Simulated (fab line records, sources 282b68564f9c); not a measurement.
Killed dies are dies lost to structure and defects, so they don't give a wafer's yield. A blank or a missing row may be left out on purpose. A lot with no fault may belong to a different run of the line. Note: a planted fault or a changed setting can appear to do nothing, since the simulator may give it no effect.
fab line records ; flow rit_cmos
record lots=13; wafers=39; last_day=7
route steps=202 shown M1@184
lots that met no fault: taken from a fault-free run of the same line
start_h: hours from the record's opening day to when the first of the lot's shown wafers began ; wait_h: hours from the lot's prior step to this one ; " unchanged from the row above ; L1.1+2: a row that stands for several wafers ; - value missing, or start not given ; * or withheld: withheld ; < > ~ a bound
route shown NAME@n: names a module that has steps shown in the file, with the first one's number in the route ; usual: the fault-free wafers' mean and standard deviation ; same: alike in all rows ; chamber/n: place in a boat ; sites: the reading at each site ; _std_site: their standard deviation ; _edge_site: mean of outer sites minus mean of inner sites ; radius_mm: how far each site lies from the wafer's centre ; mask NAME#n: copy n ; behind: the most recent tool/chamber to have shaped the wafer ; hold: why the lot was held/for how many hours/how that ended ; device: whichever transistor did not switch (one of n, p or np) ; end of line: tests run on the same wafers once the route is complete ; where a step has no rows: the recipe by itself ; killed: dies lost to structure and defects at the first sort, not the wafer's yield ; map: the dies of a wafer, with x for killed, . for not killed, _ for no die there
set.NAME: the run value of the setting; set.NAME@STEP: its run value at that earlier step ; model.NAME: the simulator's own value behind a step, which no gauge read
steps of the route over a sample of lots; a table a step, a row a wafer
services: from which hour (start_h, from the record's first day; less than 0 if before it) a tool's chamber was out of use, for how many hours, and why
## steps
# step RIT_M1_SPUTTER_00
# recipe material=Al; target_thk_nm=400; power_w=2000; chamber_pressure_pa=0.4; gas=Ar; time_s=500; substrate_temp_c=25
# usual chamber_pressure_pa=0.3999/0.00083; substrate_temp_c=25.00/0.1; throttle_valve_pct=29.8/0.89
lot.wafer;tool;chamber;start_h;wait_h;chamber_pressure_pa;substrate_temp_c;throttle_valve_pct
L559.1;pvd_sputter-03;-;57.94;0.0;0.3998;25.03;28.3
L559.2;pvd_sputter-03;-;57.94;0.0;0.4003;25.06;31.0
L559.4;pvd_sputter-03;-;57.94;0.0;0.4004;25.02;29.7
L561.2;pvd_sputter-01;-;68.25;0.0;0.3997;24.82;31.0
L561.3;pvd_sputter-01;-;68.25;0.0;0.3995;25.10;30.2
L561.5;pvd_sputter-01;-;68.25;0.0;0.3998;24.95;30.7
L562.1;pvd_sputter-04;-;69.96;0.0;0.3981;24.94;28.3
L562.3;pvd_sputter-04;-;69.96;0.0;0.4003;24.86;29.1
L562.6;pvd_sputter-04;-;69.96;0.0;0.3990;24.86;30.8
L564.1;pvd_sputter-04;-;82.23;0.0;0.4010;25.11;31.1
L564.2;pvd_sputter-04;-;82.23;0.0;0.4007;25.04;29.0
L564.4;pvd_sputter-04;-;82.23;0.0;0.3994;25.05;30.0
L565.4;pvd_sputter-03;-;85.23;0.0;0.4010;24.87;29.8
L565.5;pvd_sputter-03;-;85.23;0.0;0.4003;25.07;30.0
L565.6;pvd_sputter-03;-;85.23;0.0;0.3994;24.99;31.2
L567.2;pvd_sputter-01;-;97.76;0.0;0.3994;25.07;30.1
L567.3;pvd_sputter-01;-;97.76;0.0;0.3998;25.01;30.2
L567.4;pvd_sputter-01;-;97.76;0.0;0.4010;24.89;30.7
L569.1;pvd_sputter-01;-;107.27;0.0;0.3995;25.17;30.3
L569.2;pvd_sputter-01;-;107.27;0.0;0.4012;24.99;30.3
L569.4;pvd_sputter-01;-;107.27;0.0;0.4005;24.98;31.0
L573.1;pvd_sputter-01;-;127.45;0.0;0.4004;25.02;30.1
L573.3;pvd_sputter-01;-;127.45;0.0;0.3994;24.85;30.3
L573.6;pvd_sputter-01;-;127.45;0.0;0.3998;25.05;30.1
L577.2;pvd_sputter-03;-;148.26;0.0;0.4000;25.17;31.2
L577.5;pvd_sputter-03;-;148.26;0.0;0.4000;24.81;28.5
L577.6;pvd_sputter-03;-;148.26;0.0;0.4014;24.99;31.1
L578.2;pvd_sputter-04;-;151.70;0.0;0.3997;24.99;30.2
L578.5;pvd_sputter-04;-;151.70;0.0;0.3998;25.11;30.9
L578.6;pvd_sputter-04;-;151.70;0.0;0.4004;25.04;28.5
L580.3;pvd_sputter-04;-;159.85;0.0;0.3989;24.93;29.2
L580.4;pvd_sputter-04;-;159.85;0.0;0.3999;25.00;30.2
L580.6;pvd_sputter-04;-;159.85;0.0;0.3999;25.16;29.1
L581.4;pvd_sputter-03;-;166.26;0.0;0.3993;24.88;29.6
L581.5;pvd_sputter-03;-;166.26;0.0;0.4003;25.13;29.2
L581.6;pvd_sputter-03;-;166.26;0.0;0.4000;25.00;29.7
L582.1;pvd_sputter-04;-;169.67;0.0;0.4008;25.19;28.6
L582.4;pvd_sputter-04;-;169.67;0.0;0.4004;24.95;30.7
L582.5;pvd_sputter-04;-;169.67;0.0;0.4007;25.08;28.9
# step RIT_M1_RS_MEAS_01
# recipe thk_meas_gauge=four-point-probe; reads=Al_of_M1_SPUTTER_00
# usual M1_AL_RS=0.0738/0.00085
lot.wafer;tool;chamber;start_h;wait_h;M1_AL_RS[ohm/sq]
L559.1;film_metro-01;-;58.24;0.1;0.0731
L559.2;film_metro-01;-;58.24;0.1;0.0745
L559.4;film_metro-01;-;58.24;0.1;0.0737
L561.2;film_metro-01;-;68.56;0.2;0.0740
L561.3;film_metro-01;-;68.56;0.2;0.0745
L561.5;film_metro-01;-;68.56;0.2;0.0742
L562.1;film_metro-01;-;70.25;0.1;0.0742
L562.3;film_metro-01;-;70.25;0.1;0.0732
L562.6;film_metro-01;-;70.25;0.1;0.0724
L564.1;film_metro-01;-;82.52;0.1;0.0737
L564.2;film_metro-01;-;82.52;0.1;0.0748
L564.4;film_metro-01;-;82.52;0.1;0.0749
L565.4;film_metro-01;-;85.58;0.2;0.0751
L565.5;film_metro-01;-;85.58;0.2;0.0743
L565.6;film_metro-01;-;85.58;0.2;0.0750
L567.2;film_metro-01;-;98.08;0.2;0.0737
L567.3;film_metro-01;-;98.08;0.2;0.0741
L567.4;film_metro-01;-;98.08;0.2;0.0729
L569.1;film_metro-01;-;107.56;0.1;0.0735
L569.2;film_metro-01;-;107.56;0.1;0.0740
L569.4;film_metro-01;-;107.56;0.1;0.0727
L573.1;film_metro-04;-;127.74;0.1;0.0523
L573.3;film_metro-04;-;127.74;0.1;0.0747
L573.6;film_metro-04;-;127.74;0.1;0.0524
L577.2;film_metro-01;-;148.58;0.2;0.0731
L577.5;film_metro-01;-;148.58;0.2;0.0729
L577.6;film_metro-01;-;148.58;0.2;0.0733
L578.2;film_metro-03;-;152.02;0.2;0.0749
L578.5;film_metro-03;-;152.02;0.2;0.0737
L578.6;film_metro-03;-;152.02;0.2;0.0750
L580.3;film_metro-04;-;160.18;0.2;0.0727
L580.4;film_metro-04;-;160.18;0.2;0.0733
L580.6;film_metro-04;-;160.18;0.2;0.0716
L581.4;film_metro-04;-;166.62;0.2;0.0739
L581.5;film_metro-04;-;166.62;0.2;0.0740
L581.6;film_metro-04;-;166.62;0.2;0.0728
L582.1;film_metro-04;-;169.97;0.1;0.0744
L582.4;film_metro-04;-;169.97;0.1;0.0732
L582.5;film_metro-04;-;169.97;0.1;0.0728
# step RIT_M1_THK_MEAS_02
# recipe thk_meas_gauge=xrf; reads=Al_of_M1_SPUTTER_00
# usual M1_AL_THK=396/4.9
lot.wafer;tool;chamber;start_h;wait_h;M1_AL_THK[nm]
L559.1;film_metro-01;-;58.36;0.1;398
L559.2;film_metro-01;-;58.36;0.1;394
L559.4;film_metro-01;-;58.36;0.1;398
L561.2;film_metro-01;-;68.67;0.1;395
L561.3;film_metro-01;-;68.67;0.1;395
L561.5;film_metro-01;-;68.67;0.1;396
L562.1;film_metro-01;-;70.37;0.1;393
L562.3;film_metro-01;-;70.37;0.1;399
L562.6;film_metro-01;-;70.37;0.1;404
L564.1;film_metro-01;-;82.64;0.1;399
L564.2;film_metro-01;-;82.64;0.1;390
L564.4;film_metro-01;-;82.64;0.1;390
L565.4;film_metro-01;-;85.67;0.1;392
L565.5;film_metro-01;-;85.67;0.1;396
L565.6;film_metro-01;-;85.67;0.1;389
L567.2;film_metro-01;-;98.19;0.1;397
L567.3;film_metro-01;-;98.19;0.1;392
L567.4;film_metro-01;-;98.19;0.1;401
L569.1;film_metro-01;-;107.68;0.1;394
L569.2;film_metro-01;-;107.68;0.1;393
L569.4;film_metro-01;-;107.68;0.1;401
L573.1;film_metro-04;-;127.86;0.1;557
L573.3;film_metro-04;-;127.86;0.1;391
L573.6;film_metro-04;-;127.86;0.1;553
L577.2;film_metro-01;-;148.69;0.1;396
L577.5;film_metro-01;-;148.69;0.1;398
L577.6;film_metro-01;-;148.69;0.1;398
L578.2;film_metro-03;-;152.13;0.1;387
L578.5;film_metro-03;-;152.13;0.1;393
L578.6;film_metro-03;-;152.13;0.1;387
L580.3;film_metro-04;-;160.28;0.1;403
L580.4;film_metro-04;-;160.28;0.1;400
L580.6;film_metro-04;-;160.28;0.1;407
L581.4;film_metro-04;-;166.71;0.1;396
L581.5;film_metro-04;-;166.71;0.1;394
L581.6;film_metro-04;-;166.71;0.1;404
L582.1;film_metro-04;-;170.09;0.1;391
L582.4;film_metro-04;-;170.09;0.1;395
L582.5;film_metro-04;-;170.09;0.1;397
# step RIT_M1_METAL_ETCH_12
# recipe stop_on=SiO2; chemistry=Cl2/BCl3; target=Al; time_s=165; over_etch_frac=0.5; pressure_mtorr=100; target_depth_a=6000; rf_w=250; Cl2_flow_sccm=60; bcl3_flow_sccm=50
# usual drypump_motor_current_A=5.4/0.49; oes_product_au=0.772/0.011; throttle_valve_pct=8.36/0.11
lot.wafer;tool;chamber;start_h;wait_h;drypump_motor_current_A;oes_product_au;rf_hours_counter_h;throttle_valve_pct
L559.1;rie_metal-02;0;59.70;0.2;5.6;0.754;1;8.42
L559.2;rie_metal-02;1;59.70;0.2;4.7;0.779;1;8.18
L559.4;rie_metal-02;0;59.70;0.2;5.6;0.757;-;8.43
L561.2;rie_metal-01;1;70.13;0.2;5.9;0.776;4;8.37
L561.3;rie_metal-01;1;70.13;0.2;5.9;0.767;-;8.36
L561.5;rie_metal-01;1;70.13;0.2;5.9;0.770;-;8.36
L562.1;rie_metal-02;0;71.91;0.2;5.6;0.749;1;8.42
L562.3;rie_metal-02;0;71.91;0.2;5.6;0.754;-;8.41
L562.6;rie_metal-02;0;71.91;0.2;5.6;0.769;-;8.41
L564.1;rie_metal-01;0;84.02;0.2;6.0;0.785;4;8.27
L564.2;rie_metal-01;1;84.02;0.2;5.9;0.768;4;8.36
L564.4;rie_metal-01;0;84.02;0.2;6.0;0.770;-;8.26
L565.4;rie_metal-02;0;87.24;0.1;5.6;0.748;-;8.45
L565.5;rie_metal-02;0;87.24;0.1;5.6;0.750;-;8.41
L565.6;rie_metal-02;1;87.24;0.1;4.7;0.770;-;8.19
L567.2;rie_metal-01;0;99.65;0.2;6.0;0.780;5;8.27
L567.3;rie_metal-01;1;99.65;0.2;5.9;0.772;-;8.38
L567.4;rie_metal-01;0;99.65;0.2;6.0;0.787;-;8.25
L569.1;rie_metal-04;0;109.03;0.2;5.5;0.777;34;8.44
L569.2;rie_metal-04;1;109.03;0.2;4.8;0.774;35;8.53
L569.4;rie_metal-04;0;109.03;0.2;5.5;0.779;-;8.44
L573.1;rie_metal-01;1;129.33;0.2;5.9;0.955;5;8.33
L573.3;rie_metal-01;1;129.33;0.2;5.9;0.765;-;8.34
L573.6;rie_metal-01;1;129.33;0.2;5.9;0.949;-;8.35
L577.2;rie_metal-01;1;150.17;0.2;5.9;0.785;6;8.36
L577.5;rie_metal-01;0;150.17;0.2;6.0;0.785;-;8.25
L577.6;rie_metal-01;1;150.17;0.2;5.9;0.776;-;8.36
L578.2;rie_metal-02;0;153.62;0.2;5.6;0.752;2;8.43
L578.5;rie_metal-02;1;153.62;0.2;4.7;0.791;-;8.19
L578.6;rie_metal-02;0;153.62;0.2;5.6;0.750;-;8.42
L580.3;rie_metal-01;0;161.66;0.2;6.0;0.789;-;8.25
L580.4;rie_metal-01;1;161.66;0.2;5.9;0.778;-;8.35
L580.6;rie_metal-01;1;161.66;0.2;5.9;0.785;-;8.35
L581.4;rie_metal-02;1;168.20;0.1;4.7;0.779;-;8.20
L581.5;rie_metal-02;1;168.20;0.1;4.7;0.782;-;8.19
L581.6;rie_metal-02;0;168.20;0.1;5.6;0.758;-;8.43
L582.1;rie_metal-04;0;171.43;0.2;5.5;0.758;0;8.44
L582.4;rie_metal-04;0;171.43;0.2;5.5;0.771;-;8.44
L582.5;rie_metal-04;1;171.43;0.2;4.9;0.783;-;8.53
# step RIT_M1_PROBE_99
# usual defect_limited_yield=97.3/1.2; killed_at_contacts=0.1/0.24; killed_at_front_end=7/3.2; killed_dies=7/3.2; killed_open=3.6/2.1; killed_short=3.5/2
# same gross_dies=264; killed_at_M0_to_M3=0; killed_at_M4_up=0; killed_at_back_side=0; killed_at_other=0
lot.wafer;tool;chamber;start_h;wait_h;defect_limited_yield[%];killed_at_contacts;killed_at_front_end;killed_dies;killed_open;killed_short
L559.1;prober-02;-;61.96;0.1;96.6;0;9;9;8;1
L559.2;prober-02;-;62.01;0.1;98.5;0;4;4;1;3
L559.4;prober-02;-;62.11;0.2;98.1;0;5;5;2;3
L561.2;prober-02;-;72.47;0.1;97.7;0;6;6;4;2
L561.3;prober-02;-;72.52;0.2;97.3;0;7;7;4;3
L561.5;prober-02;-;72.62;0.2;96.2;0;10;10;4;6
L562.1;prober-01;-;74.16;0.1;99.6;0;1;1;1;0
L562.3;prober-01;-;74.26;0.2;98.1;0;5;5;1;4
L562.6;prober-01;-;74.41;0.2;97.7;0;6;6;3;3
L564.1;prober-01;-;86.29;0.1;98.1;0;5;5;4;1
L564.2;prober-01;-;86.34;0.1;97.3;0;7;7;4;3
L564.4;prober-01;-;86.44;0.2;97.3;0;7;7;4;3
L565.4;prober-02;-;89.60;0.2;99.2;0;2;2;1;1
L565.5;prober-02;-;89.65;0.2;98.5;1;3;4;1;3
L565.6;prober-02;-;89.70;0.2;98.1;0;5;5;2;3
L567.2;prober-02;-;101.95;0.1;97.7;0;6;6;4;2
L567.3;prober-02;-;102.00;0.2;98.9;0;3;3;1;2
L567.4;prober-02;-;102.05;0.2;98.9;0;3;3;1;2
L569.1;prober-02;-;111.28;0.1;98.9;0;3;3;3;0
L569.2;prober-02;-;111.33;0.1;94.7;0;14;14;6;8
L569.4;prober-02;-;111.43;0.2;98.1;0;5;5;3;2
L573.1;prober-02;-;131.78;0.1;97.0;0;8;8;4;4
L573.3;prober-02;-;131.88;0.2;98.1;1;4;5;2;3
L573.6;prober-02;-;132.03;0.2;96.6;0;9;9;4;5
L577.2;prober-02;-;152.47;0.1;98.5;0;4;4;1;3
L577.5;prober-02;-;152.62;0.2;97.7;0;6;6;3;3
L577.6;prober-02;-;152.67;0.2;98.5;0;4;4;2;2
L578.2;prober-01;-;155.93;0.1;97.0;0;8;8;5;3
L578.5;prober-01;-;156.08;0.2;98.5;1;3;4;4;0
L578.6;prober-01;-;156.13;0.2;97.7;0;6;6;1;5
L580.3;prober-01;-;163.98;0.2;98.1;0;5;5;1;4
L580.4;prober-01;-;164.03;0.2;97.7;0;6;6;3;3
L580.6;prober-01;-;164.13;0.2;98.5;0;4;4;2;2
L581.4;prober-02;-;170.55;0.2;97.0;1;7;8;5;3
L581.5;prober-02;-;170.60;0.2;98.5;0;4;4;2;2
L581.6;prober-02;-;170.65;0.2;98.5;0;4;4;2;2
L582.1;prober-01;-;173.68;0.1;93.6;0;17;17;11;6
L582.4;prober-01;-;173.83;0.2;93.2;0;18;18;10;8
L582.5;prober-01;-;173.88;0.2;96.2;0;10;10;5;5
# killed by level:class
L559.1 GATE:geometric_particle:open=6 FOX1:geometric_particle:short=1 FOX1:geometric_particle:open=1 SILICIDE:geometric_particle:open=1
L559.2 FOX2:geometric_particle:short=1 REOX:geometric_particle:short=1 SPACER:geometric_particle:open=1 SILICIDE:geometric_particle:short=1
L559.4 GATE:geometric_particle:short=3 GATE:geometric_particle:open=1 REOX:geometric_particle:open=1
L561.2 GATE:geometric_particle:open=2 REOX:geometric_particle:open=2 FOX2:geometric_particle:short=1 GATE:geometric_particle:short=1
L561.3 FOX1:geometric_particle:open=2 GATE:geometric_particle:short=2 GATE:geometric_particle:open=2 FOX1:geometric_particle:short=1
L561.5 GATE:geometric_particle:open=4 GATE:geometric_particle:short=2 REOX:geometric_particle:short=2 SILICIDE:geometric_particle:short=2
L562.1 SPACER:geometric_particle:open=1
L562.3 REOX:geometric_particle:short=3 GATE:geometric_particle:short=1 GATE:geometric_particle:open=1
L562.6 FOX2:geometric_particle:short=1 REOX:geometric_particle:open=1 REOX:geometric_particle:short=1 SPACER:geometric_particle:open=1 SILICIDE:geometric_particle:open=1 SILICIDE:geometric_particle:short=1
L564.1 GATE:geometric_particle:open=2 FOX1:geometric_particle:open=1 FOX2:geometric_particle:open=1 GATE:geometric_particle:short=1
L564.2 GATE:geometric_particle:open=4 GATE:geometric_particle:short=1 SPACER:geometric_particle:short=1 SILICIDE:geometric_particle:short=1
L564.4 GATE:geometric_particle:short=3 GATE:geometric_particle:open=2 REOX:geometric_particle:open=1 SPACER:geometric_particle:open=1
L565.4 GATE:geometric_particle:short=1 SILICIDE:geometric_particle:open=1
L565.5 SILICIDE:geometric_particle:short=3 CONTACT:geometric_particle:open=1
L565.6 GATE:geometric_particle:short=2 GATE:geometric_particle:open=1 REOX:geometric_particle:open=1 SILICIDE:geometric_particle:short=1
L567.2 GATE:geometric_particle:open=3 GATE:geometric_particle:short=1 REOX:geometric_particle:open=1 REOX:geometric_particle:short=1
L567.3 GATE:geometric_particle:open=1 GATE:geometric_particle:short=1 REOX:geometric_particle:short=1
L567.4 GATE:geometric_particle:open=1 GATE:geometric_particle:short=1 REOX:geometric_particle:short=1
L569.1 SILICIDE:geometric_particle:open=2 GATE:geometric_particle:open=1
L569.2 GATE:geometric_particle:short=5 GATE:geometric_particle:open=3 SILICIDE:geometric_particle:open=2 FOX2:geometric_particle:short=1 FOX2:geometric_particle:open=1 REOX:geometric_particle:short=1 SILICIDE:geometric_particle:short=1
L569.4 SILICIDE:geometric_particle:open=3 FOX2:geometric_particle:short=1 REOX:geometric_particle:short=1
L573.1 GATE:geometric_particle:open=3 GATE:geometric_particle:short=3 FOX1:geometric_particle:short=1 FOX1:geometric_particle:open=1
L573.3 GATE:geometric_particle:open=2 FOX1:geometric_particle:short=1 GATE:geometric_particle:short=1 CONTACT:geometric_particle:short=1
L573.6 GATE:geometric_particle:short=3 GATE:geometric_particle:open=2 FOX1:geometric_particle:short=1 FOX2:geometric_particle:short=1 REOX:geometric_particle:open=1 SPACER:geometric_particle:open=1
L577.2 REOX:geometric_particle:short=2 FOX1:geometric_particle:short=1 REOX:geometric_particle:open=1
L577.5 GATE:geometric_particle:open=2 FOX1:geometric_particle:short=1 FOX2:geometric_particle:open=1 GATE:geometric_particle:short=1 SPACER:geometric_particle:short=1
L577.6 SPACER:geometric_particle:open=2 GATE:geometric_particle:short=2
L578.2 GATE:geometric_particle:short=2 GATE:geometric_particle:open=2 SILICIDE:geometric_particle:open=2 FOX2:geometric_particle:open=1 SILICIDE:geometric_particle:short=1
L578.5 GATE:geometric_particle:open=2 FOX2:geometric_particle:open=1 CONTACT:geometric_particle:open=1
L578.6 GATE:geometric_particle:short=2 SILICIDE:geometric_particle:short=2 FOX1:geometric_particle:short=1 GATE:geometric_particle:open=1
L580.3 GATE:geometric_particle:short=2 GATE:geometric_particle:open=1 REOX:geometric_particle:short=1 SPACER:geometric_particle:short=1
L580.4 REOX:geometric_particle:open=2 FOX1:geometric_particle:short=1 GATE:geometric_particle:open=1 GATE:geometric_particle:short=1 REOX:geometric_particle:short=1
L580.6 GATE:geometric_particle:open=2 FOX1:geometric_particle:short=1 GATE:geometric_particle:short=1
L581.4 FOX2:geometric_particle:short=2 GATE:geometric_particle:open=2 FOX2:geometric_particle:open=1 CONTACT:geometric_particle:open=1 SPACER:geometric_particle:open=1 SILICIDE:geometric_particle:short=1
L581.5 FOX2:geometric_particle:open=1 FOX2:geometric_particle:short=1 GATE:geometric_particle:short=1 SPACER:geometric_particle:open=1
L581.6 GATE:geometric_particle:open=2 FOX2:geometric_particle:short=1 GATE:geometric_particle:short=1
L582.1 GATE:geometric_particle:open=6 GATE:geometric_particle:short=3 FOX1:geometric_particle:open=2 REOX:geometric_particle:open=2 SILICIDE:geometric_particle:short=2 SPACER:geometric_particle:open=1 SPACER:geometric_particle:short=1
L582.4 GATE:geometric_particle:short=4 SPACER:geometric_particle:open=4 GATE:geometric_particle:open=3 SPACER:geometric_particle:short=3 FOX1:geometric_particle:open=1 FOX2:geometric_particle:short=1 FOX2:geometric_particle:open=1 SILICIDE:geometric_particle:open=1
L582.5 FOX2:geometric_particle:short=2 FOX2:geometric_particle:open=2 GATE:geometric_particle:short=2 GATE:geometric_particle:open=1 SPACER:geometric_particle:short=1 SPACER:geometric_particle:open=1 SILICIDE:geometric_particle:open=1
## services
tool;chamber;start_h;hours;kind
rie_metal-04;-;47.79;14.6;pm
pvd_sputter-03;-;51.13;4.2;repair
rie_metal-01;0;126.97;5.4;repair
rie_metal-02;-;135.19;1.4;pm
rie_metal-04;-;136.12;20.0;pm
rie_metal-04;0;136.12;20.0;vent_cycle
rie_metal-04;1;136.12;20.0;vent_cycle
rie_metal-04;0;156.12;-;clean
rie_metal-04;1;156.12;-;clean
## key
first_sign step=RIT_M1_RS_MEAS_01; reading=M1_AL_RS; direction=down; sigmas=25; usual=0.0738; struck=0.0524
effect step=RIT_M1_THK_MEAS_02; reading=M1_AL_THK; direction=up; sigmas=33; usual=396; struck=555
effect step=RIT_M1_METAL_ETCH_12; reading=oes_product_au; direction=up; sigmas=17; usual=0.772; struck=0.952
met_at RIT_M1_SPUTTER_00
struck_lots L573
struck_wafers L573.1,L573.6
onset_between 107.27 127.45
fault kind=process_parameter_drift; tool=pvd_sputter-01; chamber=-; onset_h=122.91; steps=RIT_M1_SPUTTER_00; channel=target_thk_nm; offset=164.55; shape=step; end_h=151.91; acts_in=these_recipes_only; stated=400; scope=struck_wafers_only
